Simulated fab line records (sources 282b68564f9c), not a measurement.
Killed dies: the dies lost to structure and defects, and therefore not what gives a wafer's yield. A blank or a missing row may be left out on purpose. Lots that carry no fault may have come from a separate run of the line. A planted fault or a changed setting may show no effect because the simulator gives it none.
A lot that was struck, set against a sound lot + flow rit-cmos + 15 steps out of a route of 202
Sound: wafers L806.2, L806.3, L806.6. Struck: wafers L816.4, L816.5, L816.6. At the end, the cause is stated.
Per side, at each step with rows, come the tool, then ch with its chambers, and then its first start. Under that, the readings that differ: sound wafers + struck wafers + difference of the means + sigmas: that difference in standard deviations of wafers without a fault.
alike: same words and numbers on both sides, and readings whose means sit less than 2 such deviations apart. not compared: any withheld reading, any reading some wafer has no value for, any bound like >300 that may hide the same value, and any number with overlapping values for which the record gives no deviation.
The two part at a step that has a row with sigmas, a row that says differs or no value, or rows on one side only. Non-overlapping numbers with no deviation appear without sigmas and do not part them. A reading missing from all wafers of one side parts the sides only when that side holds two or more wafers.

first, 1 step without rows for these wafers: RIT_NLDD_COAT_01 (resist thk 1000 nm).
RIT_NLDD_SOFTBAKE_02: time 62.36 s.
  sound on litho-track-01 ch 0, day 2 17:50; struck on litho-track-03 ch 0, day 4 21:47
  alike: heater-power-total-W, plate-sensor-t-centre-C, plate-sensor-t-edge-C
then, 3 steps without rows for these wafers: RIT_NLDD_EXPOSE_03 (exposes mask M7, target cd 40700 nm); RIT_NLDD_PEB_04; RIT_NLDD_DEVELOP_05 (develop time 50 s).
RIT_NLDD_OVL_MEAS_06:
  sound: overlay-01 at day 2 18:29; struck: overlay-01 at day 4 22:24
  alike: NLDD_OVL
then, 2 steps without rows for these wafers: RIT_NLDD_HARDBAKE_07 (time 60 s); RIT_NLDD_IMPLANT_08.
RIT_NLDD_STRIP_09: strips in O2, time 180 s.
  sound on plasma-asher-01 ch 0,1, day 2 18:49; struck on plasma-asher-02 ch 0,1, day 4 22:47
  alike: drypump-motor-current-A
  not compared: rf-hours-counter-h
RIT_NLDD_TW_MEAS_10:
  sound: film-metro-01 at day 2 19:01; struck: film-metro-01 at day 4 22:55
  alike: NLDD_TW
then, 2 steps without rows for these wafers: RIT_PLDD_HMDS_00 (prime time 60 s); RIT_PLDD_COAT_01 (resist thk 1000 nm).
RIT_PLDD_SOFTBAKE_02: time 60 s.
  sound on litho-track-04 ch 0, day 2 19:23; struck on litho-track-04 ch 0, day 4 23:20
| reading                  | sound             | struck            | difference | sigmas |
|--------------------------|-------------------|-------------------|------------|--------|
| heater-power-total-W (W) | 34.50 34.51 34.56 | 34.02 34.05 34.19 | -0.44      | -8     |
| plate-temp-C (C)         | 89.96 89.88 89.85 | 88.96 88.92 89.02 | -0.93      | -8     |
then, 1 step without rows for these wafers: RIT_PLDD_EXPOSE_03 (exposes mask M8, target cd 40900 nm).
RIT_M1_PROBE_99:
  sound: prober-01 at day 3 11:14; struck: prober-01 at day 5 14:38
| reading       | sound  | struck | difference | sigmas |
|---------------|--------|--------|------------|--------|
| killed-on-rim | 4 7 6  | 2 2 2  | -4         | -2     |
| killed-short  | 8 10 8 | 6 2 5  | -4         | -2     |
  alike: killed-at-contacts, killed-at-front-end, killed-dies, killed-open

## WHERE THEY PART
First at RIT_PLDD_SOFTBAKE_02; last, within this record, at RIT_M1_PROBE_99.

WHY: the cause the simulator had injected
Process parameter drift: litho-track-04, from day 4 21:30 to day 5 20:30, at RIT_PLDD_SOFTBAKE_02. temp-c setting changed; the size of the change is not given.
